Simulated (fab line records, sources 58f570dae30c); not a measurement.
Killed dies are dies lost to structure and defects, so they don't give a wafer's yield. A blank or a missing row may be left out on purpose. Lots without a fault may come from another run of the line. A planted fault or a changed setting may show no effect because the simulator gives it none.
Which tool did it? | flow berkeley_cmos170 | 14 lots, 42 wafers sampled, at 4 steps of a route of 331

WHAT THE GAUGES READ, wafer by wafer
The record holds no reading of a measuring or inspecting step that can be judged against a usual standard deviation.

WHICH TOOL RAN EACH LOT (tool, then ch and the chambers of the sampled wafers, then the start)
lot  | UCB170_WELLDRIVE_CLEAN_00      | UCB170_GATE_STRIP_16                 | UCB170_SDANNEAL_RTA_00           | UCB170_M1_SPUTTER_00
L629 | wet_bench-02 ch 1, day 3 20:34 | plasma_asher-03 ch 0,1, day 7 10:29  | rtp_anneal-01 ch 0, day 8 02:47  | pvd_sputter-04, day 8 10:07
L632 | wet_bench-02 ch 2, day 4 04:25 | plasma_asher-01 ch 0,1, day 7 09:50  | rtp_anneal-01 ch 0, day 8 01:50  | pvd_sputter-02, day 8 10:29
L633 | wet_bench-03 ch 2, day 4 17:37 | plasma_asher-03 ch 0,1, day 8 03:13  | rtp_anneal-01 ch 0, day 8 21:22  | pvd_sputter-04, day 9 04:25
L635 | wet_bench-03 ch 3, day 5 06:52 | plasma_asher-01 ch 0,1, day 9 00:08  | rtp_anneal-02 ch 0, day 9 17:49  | pvd_sputter-01, day 10 00:50
L636 | wet_bench-03 ch 3, day 5 06:52 | plasma_asher-03 ch 0,1, day 9 00:42  | rtp_anneal-02 ch 0, day 9 18:17  | pvd_sputter-02, day 10 02:01
L639 | wet_bench-03 ch 3, day 5 23:10 | plasma_asher-01 ch 0,1, day 9 06:46  | rtp_anneal-02 ch 0, day 9 18:31  | pvd_sputter-04, day 10 02:17
L642 | wet_bench-02 ch 1, day 6 07:01 | plasma_asher-03 ch 0, day 10 15:46   | rtp_anneal-01 ch 0, day 11 05:19 | pvd_sputter-02, day 11 12:50
L638 | wet_bench-01 ch 2, day 6 07:17 | plasma_asher-04 ch 0,1, day 10 15:41 | rtp_anneal-02 ch 0, day 11 04:43 | pvd_sputter-01, day 11 10:19
L646 | wet_bench-01 ch 1, day 7 01:39 | plasma_asher-01 ch 0,1, day 10 21:23 | rtp_anneal-02 ch 0, day 11 13:07 | pvd_sputter-01, day 11 20:39
L647 | wet_bench-02 ch 3, day 7 11:08 | plasma_asher-04 ch 0,1, day 11 07:34 | rtp_anneal-02 ch 0, day 11 22:01 | pvd_sputter-04, day 12 05:03
L649 | wet_bench-01 ch 2, day 7 20:44 | plasma_asher-01 ch 0, day 11 23:56   | rtp_anneal-01 ch 0, day 12 17:10 | pvd_sputter-04, day 13 01:19
L650 | wet_bench-01 ch 2, day 7 20:56 | plasma_asher-03 ch 0,1, day 12 00:12 | rtp_anneal-02 ch 0, day 12 16:53 | pvd_sputter-01, day 13 00:52
L651 | wet_bench-03 ch 3, day 8 00:43 | plasma_asher-04 ch 0,1, day 11 23:12 | rtp_anneal-01 ch 0, day 12 16:27 | pvd_sputter-02, day 13 01:04
L652 | wet_bench-01 ch 2, day 8 10:14 | plasma_asher-03 ch 0,1, day 12 08:14 | rtp_anneal-02 ch 0, day 13 01:55 | pvd_sputter-01, day 13 08:28
- UCB170_WELLDRIVE_CLEAN_00: cleans in SPM, time 600 s.
- UCB170_GATE_STRIP_16: strips in O2.
- UCB170_SDANNEAL_RTA_00: time 10 s.
- UCB170_M1_SPUTTER_00: material Al, target thk 600 nm, time 80 s.

WHAT THE TOOLS THEMSELVES READ (means of the sampled wafers that have a number; where no wafer has one, the mark that the record gives instead)
UCB170_WELLDRIVE_CLEAN_00.
lot  | tool         | bath_guard_temp_C (C) | bath_heat_duty_pct (%)
L629 | wet_bench-02 | 119.6                 | 12.8
L632 | wet_bench-02 | 120.1                 | 15.6
L633 | wet_bench-03 | 118.9                 | 13.4
L635 | wet_bench-03 | 119.3                 | 16.0
L636 | wet_bench-03 | 119.7                 | 16.1
L639 | wet_bench-03 | 119.5                 | 17.1
L642 | wet_bench-02 | -                     | -
L638 | wet_bench-01 | -                     | -
L646 | wet_bench-01 | 120.1                 | 11.7
L647 | wet_bench-02 | 119.8                 | 14.2
L649 | wet_bench-01 | 120.8                 | 13.1
L650 | wet_bench-01 | 120.6                 | 13.9
L651 | wet_bench-03 | 119.4                 | 16.6
L652 | wet_bench-01 | 120.8                 | 13.2

UCB170_GATE_STRIP_16.
lot  | tool            | drypump_motor_current_A (A) | oes_product_au (a.u.)
L629 | plasma_asher-03 | 5.48                        | 0.725
L632 | plasma_asher-01 | 5.67                        | 0.722
L633 | plasma_asher-03 | 5.55                        | 0.726
L635 | plasma_asher-01 | 5.65                        | 0.722
L636 | plasma_asher-03 | 5.55                        | 0.724
L639 | plasma_asher-01 | 5.67                        | 0.727
L642 | plasma_asher-03 | 5.44                        | 0.723
L638 | plasma_asher-04 | 5.45                        | 0.722
L646 | plasma_asher-01 | 5.57                        | 0.729
L647 | plasma_asher-04 | 5.55                        | 0.726
L649 | plasma_asher-01 | 5.48                        | 0.728
L650 | plasma_asher-03 | 5.53                        | 0.724
L651 | plasma_asher-04 | 5.46                        | 0.727
L652 | plasma_asher-03 | 5.46                        | 0.724

UCB170_SDANNEAL_RTA_00.
lot  | tool          | lamp_power_pct (%) | wafer_temp_C_max
L629 | rtp_anneal-01 | 24.0               | 902.3
L632 | rtp_anneal-01 | 24.0               | 903.5
L633 | rtp_anneal-01 | 24.0               | 902.7
L635 | rtp_anneal-02 | 22.4               | 904.6
L636 | rtp_anneal-02 | 22.4               | 904.4
L639 | rtp_anneal-02 | 22.4               | 904.9
L642 | rtp_anneal-01 | 24.0               | 902.9
L638 | rtp_anneal-02 | 22.4               | 903.4
L646 | rtp_anneal-02 | 22.4               | 904.5
L647 | rtp_anneal-02 | 22.4               | 904.8
L649 | rtp_anneal-01 | 24.0               | 903.9
L650 | rtp_anneal-02 | 22.4               | 904.1
L651 | rtp_anneal-01 | 24.0               | 903.1
L652 | rtp_anneal-02 | 22.4               | 903.5

UCB170_M1_SPUTTER_00.
lot  | tool           | throttle_valve_pct (%)
L629 | pvd_sputter-04 | 30.3
L632 | pvd_sputter-02 | 28.9
L633 | pvd_sputter-04 | 29.6
L635 | pvd_sputter-01 | 30.0
L636 | pvd_sputter-02 | 30.0
L639 | pvd_sputter-04 | 31.5
L642 | pvd_sputter-02 | 29.5
L638 | pvd_sputter-01 | 30.2
L646 | pvd_sputter-01 | 29.9
L647 | pvd_sputter-04 | 29.6
L649 | pvd_sputter-04 | 29.9
L650 | pvd_sputter-01 | 30.2
L651 | pvd_sputter-02 | 29.3
L652 | pvd_sputter-01 | 30.6

THE ANSWER, worked out from the rows above alone
Rule: what is usual is taken from the lots themselves. Put in order of their means at a reading, lots are off if they are a third of the lots or fewer, leave a main group of 4 or more, and stand apart from it by a gap of 3 or more times the standard deviation of the main group's means; of several such gaps the widest counts. A main group whose means are all the same, to the digits that the tables above print for the reading, isn't used. A lot without any number at a reading at which 4 lots or more have one is off too. The other lots that the step has rows for count as sound. The gauges are gone through in route order, then the tools' own readings, and for those a lot's mean is taken as printed above. The first step at which some lot is off is used, and at that step the reading that is off furthest; a lot without a number counts as furthest.
Off: L642, L638, at UCB170_WELLDRIVE_CLEAN_00 (bath_guard_temp_C). Without a number there: L642, L638. The main group: mean 119.9 C, standard deviation 0.58.
A tool fits if, at that step or a process step before it, it ran every lot that is off, and no sound lot after the first of them. None of those tried fits.

WHAT THE SIMULATOR HAD PUT IN
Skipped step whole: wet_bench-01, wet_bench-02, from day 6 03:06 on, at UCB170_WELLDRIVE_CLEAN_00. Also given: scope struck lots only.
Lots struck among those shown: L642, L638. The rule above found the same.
